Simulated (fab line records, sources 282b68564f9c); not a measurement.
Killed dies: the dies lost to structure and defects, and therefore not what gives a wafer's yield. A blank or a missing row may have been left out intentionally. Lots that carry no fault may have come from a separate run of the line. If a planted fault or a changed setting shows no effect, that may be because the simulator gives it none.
The same fault as seen by 2 desks :: flow rit-cmos :: only its own numbers are on each desk; what lay behind them is given at the end

== FROM THE METROLOGY DESK ==
What the gauges read for every lot (on any tool): the sampled wafers with a number, averaged. Any lot whose mean is over 4 standard deviations away from the usual mean is out of limits and marked OUT; that distance is given in the brackets.
Columns: A = cd-nm at RIT_M1_CD_MEAS_90, usual 2599.8 nm
lot: L119
first seen here: day 3 06:31
A: 2602.3

lot: L120
first seen here: day 3 12:49
A: 2596.8

lot: L122
first seen here: day 3 23:20
A: 2599.6

lot: L123
first seen here: day 4 03:29
A: 2600.7

lot: L124
first seen here: day 4 07:29
A: 2601.6

lot: L129
first seen here: day 5 08:56
A: 2604.7

lot: L132
first seen here: day 6 00:08
A: 2604.3

lot: L134
first seen here: day 6 10:39
A: 2599.5

lot: L135
first seen here: day 6 15:26
A: 2599.8

lot: L136
first seen here: day 6 19:52
A: 2598.4

lot: L137
first seen here: day 7 01:22
A: 2602.4

lot: L139
first seen here: day 7 11:41
A: 2598.5

lot: L140
first seen here: day 7 15:50
A: 2599.0

lot: L142
first seen here: day 8 01:13
A: 2603.2
Finding of this desk: none of the 14 lots has anything out of limits.

== THE TOOL OWNER'S DESK: rie-metal-04 ==
The tool's own readings at RIT_M1_METAL_ETCH_12 (etches Al in Cl2/BCl3, stops on SiO2, time 165 s, target depth 600 nm): means of the sampled wafers that have a number, for each lot that ran on this tool. Any lot whose mean is over 4 standard deviations away from the usual mean is out of limits and marked OUT; that distance is given in the brackets.
Columns: A = drypump-motor-current-A at RIT_M1_METAL_ETCH_12, usual 5.9 A; B = oes-product-au at RIT_M1_METAL_ETCH_12, usual 0.778 a.u.; C = run-length-s at RIT_M1_METAL_ETCH_12, usual 192.93 s; D = throttle-valve-pct at RIT_M1_METAL_ETCH_12, usual 8.33 %
lot: L120
first seen here: day 3 12:16
A: 5.6
B: 0.773
C: 193.12
D: 8.35

lot: L123
first seen here: day 4 02:58
A: 5.9
B: 0.777
C: 193.22
D: 8.36

lot: L129
first seen here: day 5 08:23
A: 5.5
B: 0.924 (+19) OUT
C: 149.29 (-99 or more) OUT
D: 8.32

lot: L132
first seen here: day 5 23:37
A: 5.5
B: 0.923 (+19) OUT
C: 149.19 (-99 or more) OUT
D: 8.32
Finding of this desk: L129, L132 out of limits; the first was L129 at day 5 08:23, on oes-product-au at RIT_M1_METAL_ETCH_12. Within limits: L120, L123.

== TAKEN TOGETHER ==
An alarm could have come from the tool owner's desk at day 5 08:23, on L129, L132.
At the metrology desk, nothing out of limits was observed.
The metrology desk has L129, L132 on record, within its limits.
RIT_M1_METAL_ETCH_12 was run on rie-metal-04 by each of the lots named.

== WHAT THE SIMULATOR HAD PUT IN ==
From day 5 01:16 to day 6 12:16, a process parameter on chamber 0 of rie-metal-04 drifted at RIT_M1_METAL_ETCH_12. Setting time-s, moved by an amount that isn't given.
Shown lots that were struck: L129, L132.
Time in hours from fault onset to the first out-of-limits reading at each desk: the tool owner's desk, 7.
